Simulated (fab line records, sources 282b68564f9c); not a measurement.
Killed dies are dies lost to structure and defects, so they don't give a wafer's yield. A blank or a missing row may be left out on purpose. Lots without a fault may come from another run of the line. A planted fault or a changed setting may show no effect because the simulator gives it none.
A struck lot beside a sound one | flow rit_cmos | 19 steps out of a route of 202
Sound: wafers L497.2, L497.3, L497.6. Struck: wafers L509.1, L509.3, L509.6. The cause comes at the end.
At each step with rows: each side's tool, then ch and its chambers, then its first start. Under that, the readings that differ: sound wafers | struck wafers | difference of the means | sigmas: that difference in standard deviations of wafers without a fault.
alike: readings whose means differ by less than 2 such deviations, and words and numbers that are the same on both sides. not compared: withheld readings, readings that some wafer has no value for, bounds like >300 that may hide the same value, and numbers for which the record gives no deviation and whose values overlap.
The two part at a step that has a row with sigmas, a row that says differs or no value, or rows on one side only. Numbers that don't overlap but have no deviation are shown without sigmas and don't part them. A reading that every wafer of one side lacks parts them only if that side has two wafers or more.

first, 1 step without rows for these wafers: RIT_SILICIDE_WET_ETCH_00 (etches SiO2 in BOE, target depth 14 nm, time 15 s).
RIT_SILICIDE_SPUTTER_01: material Ti, target thk 30 nm, time 240 s.
  sound on pvd_sputter-02, day 3 02:32; struck on pvd_sputter-02, day 5 18:02
  alike: cathode_dc_power_W, throttle_valve_pct
RIT_SILICIDE_RS_MEAS_02: measures by four-point-probe.
  sound on film_metro-03, day 3 02:43; struck on film_metro-04, day 5 18:11
  reading                 | sound          | struck         | difference | sigmas
  SILICIDE_TI_RS (ohm/sq) | 48.3 49.7 48.5 | 47.2 46.5 46.6 | -2.1       | -3
RIT_SILICIDE_THK_MEAS_03: measures by xrf.
  sound on film_metro-03, day 3 02:49; struck on film_metro-04, day 5 18:18
  reading              | sound          | struck         | difference | sigmas
  SILICIDE_TI_THK (nm) | 29.9 29.2 29.8 | 30.4 30.7 30.7 | +1.0       | +3
RIT_SILICIDE_RTA_04: time 10 s, ramp up 5 s, ramp down 5 s.
  sound on rtp_anneal-01 ch 0, day 3 02:53; struck on rtp_anneal-01 ch 0, day 5 18:22
  reading          | sound             | struck            | difference | sigmas
  wafer_temp_C_max | 655.3 654.5 653.5 | 653.2 652.7 652.3 | -1.7       | -2
then, 1 step without rows for these wafers: RIT_SILICIDE_WET_ETCH_05 (etches Ti in SPM, time 120 s).
RIT_SILICIDE_RTA_06: time 10 s, ramp up 5 s, ramp down 10 s.
  sound on rtp_anneal-02 ch 0, day 3 02:59; struck on rtp_anneal-02 ch 0, day 5 18:28
  alike: wafer_temp_C_max
RIT_CONTACT_CVD_00: deposits SiO2 from TEOS, target thk 400 nm, time 61 s.
  sound on pecvd-04 ch 0,1, day 3 03:03; struck on pecvd-04 ch 1,2, day 5 18:32
  alike: heater_power_w
RIT_CONTACT_THK_MEAS_01:
  sound on film_metro-01, day 3 03:07; struck on film_metro-03, day 5 18:35
  alike: CONTACT_TEOS_THK
then, 3 steps without rows for these wafers: RIT_CONTACT_HMDS_02 (prime time 60 s); RIT_CONTACT_COAT_03 (resist thk 1000 nm); RIT_CONTACT_SOFTBAKE_04 (time 60 s).
RIT_CONTACT_EXPOSE_05: exposes mask M11, target cd 1000 nm.
  sound on iline_stepper-01 ch 0, day 3 03:41; struck on iline_stepper-01 ch 0, day 5 19:13
  reading                         | sound                      | struck            | difference | sigmas
  model.CONTACT.overlay_x_nm (nm) | -0.01084 -0.01084 -0.01084 | 241.5 241.5 241.5 | +241.5     |
  alike: mask
then, 2 steps without rows for these wafers: RIT_CONTACT_PEB_06; RIT_CONTACT_DEVELOP_07 (develop time 120 s).
RIT_CONTACT_CD_MEAS_08: target cd 1000 nm.
  sound on cd_sem-01, day 3 04:19; struck on cd_sem-01, day 5 19:44
  reading    | sound             | struck               | difference | sigmas
  cd_nm (nm) | 997.8 999.5 997.8 | 1002.5 1004.5 1002.3 | +4.7       | +2
RIT_CONTACT_OVL_MEAS_09:
  sound on overlay-02, day 3 04:25; struck on overlay-02, day 5 19:52
  reading          | sound       | struck            | difference | sigmas
  CONTACT_OVL (nm) | 0.2 1.0 0.6 | 241.4 240.2 240.1 | +240.0     | +99 or more
then, 1 step without rows for these wafers: RIT_CONTACT_HARDBAKE_10 (time 60 s).
RIT_M1_PROBE_99:
  sound on prober-02, day 3 10:43; struck on prober-02, day 6 02:29
  reading                                    | sound                | struck               | difference | sigmas
  model.etest.contact_to_gate.short          | 0 0 0                | 1 1 1                | +1         |
  model.etest.contact_to_gate.over_limit     | 0 0 0                | 1 1 1                | +1         |
  model.etest.nmos_0p15.junction_log10_a_um  | -13.54 -13.6 -13.76  | -12.72 -12.65 -12.89 | +0.88      |
  model.etest.nmos_narrow.off_log10_a_um     | -13.13 -13.07 -13.06 | -12.68 -12.64 -12.79 | +0.38      |
  model.etest.gate_end_array.leak_log10_a_um | -13.03 -12.74 -12.89 | -12.49 -12.32 -12.53 | +0.44      |
  model.etest.nmos_0p3.off_log10_a_um        | -13.04 -12.96 -13.09 | -12.68 -12.58 -12.76 | +0.36      |
  model.etest.pmos_0p15.junction_log10_a_um  | -13.74 -13.93 -13.79 | -13.53 -13.49 -13.61 | +0.28      |
  alike: killed_at_front_end, killed_dies, killed_open, killed_short
  not compared: model.etest.contact_diode_array.leak_log10_a

WHERE THEY PART
First at RIT_SILICIDE_RS_MEAS_02; last, within this record, at RIT_CONTACT_OVL_MEAS_09. Later steps at which nothing parts them and some readings are alike: RIT_M1_PROBE_99.

WHY: what the simulator had put in
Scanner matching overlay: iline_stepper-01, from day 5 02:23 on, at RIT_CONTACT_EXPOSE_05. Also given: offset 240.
